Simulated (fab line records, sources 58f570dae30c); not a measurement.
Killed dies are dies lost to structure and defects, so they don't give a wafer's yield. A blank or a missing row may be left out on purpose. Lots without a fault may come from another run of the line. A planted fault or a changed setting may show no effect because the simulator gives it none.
A struck lot beside a sound one | flow berkeley_cmos170 | 18 steps out of a route of 331
Sound: wafers L426.1, L426.3, L426.5. Struck: wafers L429.1, L429.3, L429.6. The cause comes at the end.
At each step with rows: each side's tool, then ch and its chambers, then its first start. Under that, the readings that differ: sound wafers | struck wafers | difference of the means | sigmas: that difference in standard deviations of wafers without a fault.
alike: readings whose means differ by less than 2 such deviations, and words and numbers that are the same on both sides. not compared: withheld readings, readings that some wafer has no value for, bounds like >300 that may hide the same value, and numbers for which the record gives no deviation and whose values overlap.
The two part at a step that has a row with sigmas, a row that says differs or no value, or rows on one side only. Numbers that don't overlap but have no deviation are shown without sigmas and don't part them. A reading that every wafer of one side lacks parts them only if that side has two wafers or more.

first, 2 steps without rows for these wafers: UCB170_GATE_PEB_10; UCB170_GATE_DEVELOP_11 (develop time 45 s).
UCB170_GATE_CD_MEAS_12: target cd 350 nm.
  sound on cd_sem-02, day 8 18:31; struck on cd_sem-01, day 9 13:50
  alike: cd_nm
UCB170_GATE_OVL_MEAS_13:
  sound on overlay-01, day 8 18:38; struck on overlay-02, day 9 13:58
  alike: GATE_OVL
UCB170_GATE_ETCH_14: etches BARC in N2/H2.
  sound on rie_diel-02 ch 0,3, day 8 18:40; struck on rie_diel-02 ch 1,2, day 9 13:59
  alike: drypump_motor_current_A, h2_flow_sccm, oes_product_au, throttle_valve_pct
UCB170_GATE_ETCH_15: etches poly-Si in HBr/Cl2, stops on SiO2, time 56.3 s, target depth 278.2 nm.
  sound on rie_si-02 ch 0,1,3, day 8 18:43; struck on rie_si-02 ch 0,1, day 9 14:02
  alike: drypump_motor_current_A, oes_product_au, throttle_valve_pct
  not compared: rf_hours_counter_h
UCB170_GATE_STRIP_16: strips in O2.
  sound on plasma_asher-03 ch 0,1, day 8 18:46; struck on plasma_asher-03 ch 0,1, day 9 14:05
  reading               | sound             | struck            | difference | sigmas
  oes_product_au (a.u.) | 0.715 0.725 0.722 | 0.728 0.727 0.733 | +0.009     | +2
  alike: drypump_motor_current_A
  not compared: rf_hours_counter_h
UCB170_GATE_CD_MEAS_90: target cd 350 nm.
  sound on cd_sem-01, day 8 18:52; struck on cd_sem-01, day 9 14:12
  alike: cd_nm
then, 4 steps without rows for these wafers: UCB170_GATE_CLEAN_17 (cleans in SPM, time 600 s); UCB170_PLDD_HMDS_00 (prime time 60 s); UCB170_PLDD_COAT_01 (resist thk 900 nm); UCB170_PLDD_SOFTBAKE_02 (time 60 s).
UCB170_PLDD_EXPOSE_03: exposes mask PSELECT, target cd 1200 nm.
  sound on krf_scanner-01 ch 0, day 8 20:14; struck on krf_scanner-02 ch 0, day 9 15:36
  reading              | sound             | struck            | difference | sigmas
  exposure_dose_mJ_cm2 | 30.03 29.94 29.98 | 27.92 27.86 27.91 | -2.09      | -67
  alike: mask, stage_vel_mm_s
then, 2 steps without rows for these wafers: UCB170_PLDD_PEB_04; UCB170_PLDD_DEVELOP_05 (develop time 45 s).
UCB170_PLDD_CD_MEAS_06: target cd 1200 nm.
  sound on cd_sem-02, day 8 20:40; struck on cd_sem-01, day 9 16:43
  reading    | sound                | struck               | difference | sigmas
  cd_nm (nm) | 1202.2 1204.2 1202.8 | 1186.7 1186.4 1187.4 | -16.2      | -12
  not compared: hold
UCB170_PLDD_OVL_MEAS_07:
  sound on overlay-02, day 8 20:47; struck on overlay-02, day 9 19:08
  reading | sound | struck                                                                     | difference                   | sigmas
  hold    | - - - | await_dispo/2.3h/release await_dispo/2.3h/release await_dispo/2.3h/release | no value on the sound wafers |
  alike: PLDD_OVL
UCB170_M3_PROBE_99:
  the record has rows for the struck wafers here (prober-01, day 11 14:10) and none for the sound ones

WHERE THEY PART
First at UCB170_GATE_STRIP_16; last, within this record, at UCB170_M3_PROBE_99.

WHY: what the simulator had put in
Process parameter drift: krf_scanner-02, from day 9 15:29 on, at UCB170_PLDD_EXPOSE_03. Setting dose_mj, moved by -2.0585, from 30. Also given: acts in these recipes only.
